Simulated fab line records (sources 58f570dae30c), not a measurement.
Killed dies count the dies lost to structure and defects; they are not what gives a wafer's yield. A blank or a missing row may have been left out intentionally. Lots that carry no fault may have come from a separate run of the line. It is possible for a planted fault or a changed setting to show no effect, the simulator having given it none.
Split-lot study + flow berkeley-cmos170 + route with 331 steps; 5 lots, 23 wafers read

THE SPLIT
At UCB170_SPACER_CVD_00 (deposits SiO2 from TEOS/O2, target thk 376 nm, time 47 s), the setting time-s was moved away from the recipe's 47 s on 10 of the 23 wafers read, by -4.6% to +9.3%. For the rest of the wafers, this setting stayed at what the recipe calls for.

FROM THE SPLIT TO THE READING: what the file shows between them, 2 steps
- UCB170_SPACER_THK_MEAS_01
- UCB170_SPACER_ANNEAL_02: time 1800 s

THE READING
oes-product-au, in a.u., at UCB170_SPACER_ETCHBACK_03 (etches SiO2 in CHF3/CF4/Ar, stops on Si, target depth 376 nm, time 100 s). A value of 0.901 a.u. with a standard deviation of 0.017 a.u. is what fault-free wafers of this fab line usually give.

| wafer  | tool, chamber at the split | time-s as run, s | against the recipe | oes-product-au, a.u. | against lot-mates on the recipe |
|--------|----------------------------|------------------|--------------------|----------------------|---------------------------------|
| L075.1 | pecvd-02, 0                | 47               | recipe             | 0.909                | -                               |
| L075.2 | pecvd-02, 1                | 51.1             | +8.7%              | 0.948                | +0.044                          |
| L075.3 | pecvd-02, 2                | 47               | recipe             | 0.879                | -                               |
| L075.5 | pecvd-02, 2                | 47               | recipe             | 0.924                | -                               |
| L075.6 | pecvd-02, 1                | 51.1             | +8.7%              | 0.972                | +0.068                          |
| L076.1 | pecvd-03, 2                | 51.39            | +9.3%              | 0.976                | +0.073                          |
| L076.2 | pecvd-03, 1                | 47               | recipe             | 0.915                | -                               |
| L076.3 | pecvd-03, 0                | 47               | recipe             | 0.893                | -                               |
| L076.4 | pecvd-03, 2                | 51.39            | +9.3%              | 0.965                | +0.062                          |
| L076.5 | pecvd-03, 0                | 47               | recipe             | 0.902                | -                               |
| L081.2 | pecvd-04, 0                | 44.86            | -4.6%              | 0.849                | -0.077                          |
| L081.3 | pecvd-04, 2                | 44.86            | -4.6%              | 0.879                | -0.046                          |
| L081.4 | pecvd-04, 1                | 44.86            | -4.6%              | 0.860                | -0.066                          |
| L081.5 | pecvd-04, 0                | 47               | recipe             | 0.928                | -                               |
| L081.6 | pecvd-04, 2                | 47               | recipe             | 0.923                | -                               |
| L082.1 | pecvd-03, 2                | 47               | recipe             | 0.886                | -                               |
| L082.2 | pecvd-03, 1                | 49.56            | +5.4%              | 0.931                | +0.028                          |
| L082.3 | pecvd-03, 0                | 49.56            | +5.4%              | 0.942                | +0.039                          |
| L082.4 | pecvd-03, 0                | 49.56            | +5.4%              | 0.951                | +0.048                          |
| L082.5 | pecvd-03, 1                | 47               | recipe             | 0.920                | -                               |
| L080.1 | pecvd-03, 2                | 47               | recipe             | 0.922                | -                               |
| L080.3 | pecvd-03, 1                | 47               | recipe             | 0.899                | -                               |
| L080.5 | pecvd-03, 0                | 47               | recipe             | 0.916                | -                               |

FIT RESULTS
A straight line over all 23 wafers: oes-product-au changes by +0.00701 a.u. for each +1% of time-s; r = +0.90; the points scatter about the line by 0.015 a.u.
The same after taking each lot's own level away (the mean of its wafers on the recipe; 23 wafers): +0.0083 a.u. for each +1%; r = +0.92; scatter 0.015 a.u.
That fit puts the effect of the largest move of time-s on the reading at 0.078 a.u.
The lots' own levels span 0.9030 to 0.9255 a.u., that is 1.3 times the standard deviation above.
In other words, the slope is changed by the lot-to-lot level; the two fits disagree.
Check: with one of the wafers moved furthest among these (+9.3%) left out of the fit, the line predicts +0.0707 a.u. for it against its lot-mates. It came out at +0.0727 a.u. against them.

ADDITIONAL SPLITS CARRIED BY THESE WAFERS
Other splits were also applied to these wafers ahead of the reading. Each is held against what the fit with the lots' levels taken away leaves over:
| other split on the same wafers       | wafers away from the commonest value | r with oes-product-au (lot level and that fit taken away) |
|--------------------------------------|--------------------------------------|-----------------------------------------------------------|
| UCB170_PVT_IMPLANT_07 energy-kev     | 9                                    | -0.06                                                     |
| UCB170_PVT_STRIP_08 overash-fraction | 6                                    | +0.43                                                     |
| UCB170_PLDD_EXPOSE_03 dose-mj        | 6                                    | -0.10                                                     |
| UCB170_NLDD_PEB_04 peb-temp-c        | 7                                    | -0.08                                                     |

THE WHOLE CHAIN: every reading that the file lists as answering this split, in the file's order
| step                      | what it does                                                             | reading                                                                       | change (the file's fit)                   | r (the file's) |
|---------------------------|--------------------------------------------------------------------------|-------------------------------------------------------------------------------|-------------------------------------------|----------------|
| UCB170_SPACER_CVD_00      | deposits SiO2 from TEOS/O2, target thk 376 nm, time 47 s                 | SiO2_of_SPACER_CVD_00.thk-nm (the simulator's own value, which no gauge read) | +3.94 nm for each +1% of the setting      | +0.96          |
| UCB170_SPACER_THK_MEAS_01 |                                                                          | SPACER_TEOS_THK                                                               | +3.96 for each +1% of the setting         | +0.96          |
| UCB170_SPACER_ETCHBACK_03 | etches SiO2 in CHF3/CF4/Ar, stops on Si, target depth 376 nm, time 100 s | oes-product-au                                                                | +0.00756 a.u. for each +1% of the setting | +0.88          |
| UCB170_SPACER_ETCHBACK_03 | etches SiO2 in CHF3/CF4/Ar, stops on Si, target depth 376 nm, time 100 s | etch.depth-nm (the simulator's own value, which no gauge read)                | +4.14 nm for each +1% of the setting      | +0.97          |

THE FILE'S OWN FIT
oes-product-au changes by +0.00756 a.u. for each +1% of time-s, r = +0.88.
